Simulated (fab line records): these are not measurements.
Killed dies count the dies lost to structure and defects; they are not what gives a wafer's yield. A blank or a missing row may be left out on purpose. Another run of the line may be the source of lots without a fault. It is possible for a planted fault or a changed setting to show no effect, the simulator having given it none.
Split-lot study || flow berkeley_cmos170 || route with 331 steps; 5 lots, 23 wafers read

## ON THE SPLIT
At UCB170_ACTIVE_STRIP_16 (strips in O2), the setting power_w was moved away from the recipe's 400 W on 6 of the 23 wafers read, by -10.5% to +9.2%. For the rest of the wafers, this setting stayed at what the recipe calls for.

Reading taken at the split's own step.

## THE READING
oes_product_au, in a.u., at UCB170_ACTIVE_STRIP_16 (strips in O2). Typical for fault-free wafers on this fab line: 0.721 a.u., with standard deviation 0.0044 a.u.

{"wafer": "L074.1", "tool, chamber at the split": "plasma_asher-04, 1", "power_w as run, W": 400, "against the recipe": "recipe", "oes_product_au, a.u.": 0.715, "against lot-mates on the recipe": "-"}
{"wafer": "L074.2", "tool, chamber at the split": "plasma_asher-04, 0", "power_w as run, W": 400, "against the recipe": "recipe", "oes_product_au, a.u.": 0.723, "against lot-mates on the recipe": "-"}
{"wafer": "L074.3", "tool, chamber at the split": "plasma_asher-04, 0", "power_w as run, W": 400, "against the recipe": "recipe", "oes_product_au, a.u.": 0.722, "against lot-mates on the recipe": "-"}
{"wafer": "L074.4", "tool, chamber at the split": "plasma_asher-04, 1", "power_w as run, W": 400, "against the recipe": "recipe", "oes_product_au, a.u.": 0.717, "against lot-mates on the recipe": "-"}
{"wafer": "L074.6", "tool, chamber at the split": "plasma_asher-04, 0", "power_w as run, W": 400, "against the recipe": "recipe", "oes_product_au, a.u.": 0.727, "against lot-mates on the recipe": "-"}
{"wafer": "L079.1", "tool, chamber at the split": "plasma_asher-03, 1", "power_w as run, W": 400, "against the recipe": "recipe", "oes_product_au, a.u.": 0.721, "against lot-mates on the recipe": "-"}
{"wafer": "L079.2", "tool, chamber at the split": "plasma_asher-03, 0", "power_w as run, W": 360.8, "against the recipe": "-9.8%", "oes_product_au, a.u.": 0.692, "against lot-mates on the recipe": -0.027}
{"wafer": "L079.3", "tool, chamber at the split": "plasma_asher-03, 1", "power_w as run, W": 400, "against the recipe": "recipe", "oes_product_au, a.u.": 0.718, "against lot-mates on the recipe": "-"}
{"wafer": "L079.5", "tool, chamber at the split": "plasma_asher-03, 1", "power_w as run, W": 400, "against the recipe": "recipe", "oes_product_au, a.u.": 0.717, "against lot-mates on the recipe": "-"}
{"wafer": "L079.6", "tool, chamber at the split": "plasma_asher-03, 0", "power_w as run, W": 360.8, "against the recipe": "-9.8%", "oes_product_au, a.u.": 0.681, "against lot-mates on the recipe": -0.038}
{"wafer": "L083.2", "tool, chamber at the split": "plasma_asher-01, 1", "power_w as run, W": 400, "against the recipe": "recipe", "oes_product_au, a.u.": 0.723, "against lot-mates on the recipe": "-"}
{"wafer": "L083.3", "tool, chamber at the split": "plasma_asher-01, 0", "power_w as run, W": 400, "against the recipe": "recipe", "oes_product_au, a.u.": 0.714, "against lot-mates on the recipe": "-"}
{"wafer": "L083.4", "tool, chamber at the split": "plasma_asher-01, 1", "power_w as run, W": 357.8, "against the recipe": "-10.5%", "oes_product_au, a.u.": 0.683, "against lot-mates on the recipe": -0.038}
{"wafer": "L083.5", "tool, chamber at the split": "plasma_asher-01, 1", "power_w as run, W": 400, "against the recipe": "recipe", "oes_product_au, a.u.": 0.725, "against lot-mates on the recipe": "-"}
{"wafer": "L083.6", "tool, chamber at the split": "plasma_asher-01, 0", "power_w as run, W": 357.8, "against the recipe": "-10.5%", "oes_product_au, a.u.": 0.685, "against lot-mates on the recipe": -0.036}
{"wafer": "L081.1", "tool, chamber at the split": "plasma_asher-04, 1", "power_w as run, W": 436.8, "against the recipe": "+9.2%", "oes_product_au, a.u.": 0.759, "against lot-mates on the recipe": "+0.037"}
{"wafer": "L081.2", "tool, chamber at the split": "plasma_asher-04, 0", "power_w as run, W": 400, "against the recipe": "recipe", "oes_product_au, a.u.": 0.719, "against lot-mates on the recipe": "-"}
{"wafer": "L081.3", "tool, chamber at the split": "plasma_asher-04, 1", "power_w as run, W": 400, "against the recipe": "recipe", "oes_product_au, a.u.": 0.724, "against lot-mates on the recipe": "-"}
{"wafer": "L081.5", "tool, chamber at the split": "plasma_asher-04, 0", "power_w as run, W": 436.8, "against the recipe": "+9.2%", "oes_product_au, a.u.": 0.759, "against lot-mates on the recipe": "+0.037"}
{"wafer": "L081.6", "tool, chamber at the split": "plasma_asher-04, 1", "power_w as run, W": 400, "against the recipe": "recipe", "oes_product_au, a.u.": 0.723, "against lot-mates on the recipe": "-"}
{"wafer": "L085.4", "tool, chamber at the split": "plasma_asher-03, 0", "power_w as run, W": 400, "against the recipe": "recipe", "oes_product_au, a.u.": 0.725, "against lot-mates on the recipe": "-"}
{"wafer": "L085.5", "tool, chamber at the split": "plasma_asher-03, 1", "power_w as run, W": 400, "against the recipe": "recipe", "oes_product_au, a.u.": 0.717, "against lot-mates on the recipe": "-"}
{"wafer": "L085.6", "tool, chamber at the split": "plasma_asher-03, 0", "power_w as run, W": 400, "against the recipe": "recipe", "oes_product_au, a.u.": 0.715, "against lot-mates on the recipe": "-"}

FIT RESULTS
A straight line over all 23 wafers: oes_product_au changes by +0.0037 a.u. for each +1% of power_w; r = +0.98; the points scatter about the line by 0.0043 a.u.
The same after taking each lot's own level away (the mean of its wafers on the recipe; 23 wafers): +0.0036 a.u. for each +1%; r = +0.98; scatter 0.004 a.u.
On that fit, the largest move of power_w shifts the reading by 0.038 a.u.
From 0.7187 to 0.7220 a.u.: that is the span of the lots' own levels, equal to 0.8 times the standard deviation above.
Consequently the slope shifts little with the lot-to-lot level, the two slopes agreeing.
Check: for one of the wafers moved furthest among these (-10.5%), held out of the fit, the line's prediction against its lot-mates is -0.0371 a.u. Against them it came out at -0.0377 a.u.
Tool readings at the split's step, against how far the setting was moved: oes_product_au r = +0.98; strip_time_to_endpoint_s r = -0.99.

## THE OTHER SPLITS THESE WAFERS WENT THROUGH
Before the reading, these wafers also passed through other splits. Each is held against what the fit with the lots' levels taken away leaves over:
{"other split on the same wafers": "UCB170_ZERO_STRIP_07 o2_flow_sccm", "wafers away from the commonest value": 12, "r with oes_product_au (lot level and that fit taken away)": -0.04}
{"other split on the same wafers": "UCB170_PWELL_COAT_08 resist_thk_nm", "wafers away from the commonest value": 12, "r with oes_product_au (lot level and that fit taken away)": "+0.21"}
{"other split on the same wafers": "UCB170_PWELL_DEVELOP_12 dev_temp_c", "wafers away from the commonest value": 4, "r with oes_product_au (lot level and that fit taken away)": "+0.00"}
{"other split on the same wafers": "UCB170_ACTIVE_OXIDATION_02 ox_time_s", "wafers away from the commonest value": 15, "r with oes_product_au (lot level and that fit taken away)": "+0.02"}
{"other split on the same wafers": "UCB170_ACTIVE_CVD_05 time_s", "wafers away from the commonest value": 18, "r with oes_product_au (lot level and that fit taken away)": -0.15}

## THE WHOLE CHAIN: every reading that the file lists as answering this split, in the file's order
{"step": "UCB170_ACTIVE_STRIP_16", "what it does": "strips in O2", "reading": "oes_product_au", "change (the file's fit)": "+0.00358 a.u. for each +1% of the setting", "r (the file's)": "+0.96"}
{"step": "UCB170_ACTIVE_STRIP_16", "what it does": "strips in O2", "reading": "strip_time_to_endpoint_s", "change (the file's fit)": "withheld for each +1% of the setting", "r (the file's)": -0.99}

## FILE'S OWN FIT
oes_product_au changes by +0.00358 a.u. for each +1% of power_w, r = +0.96.
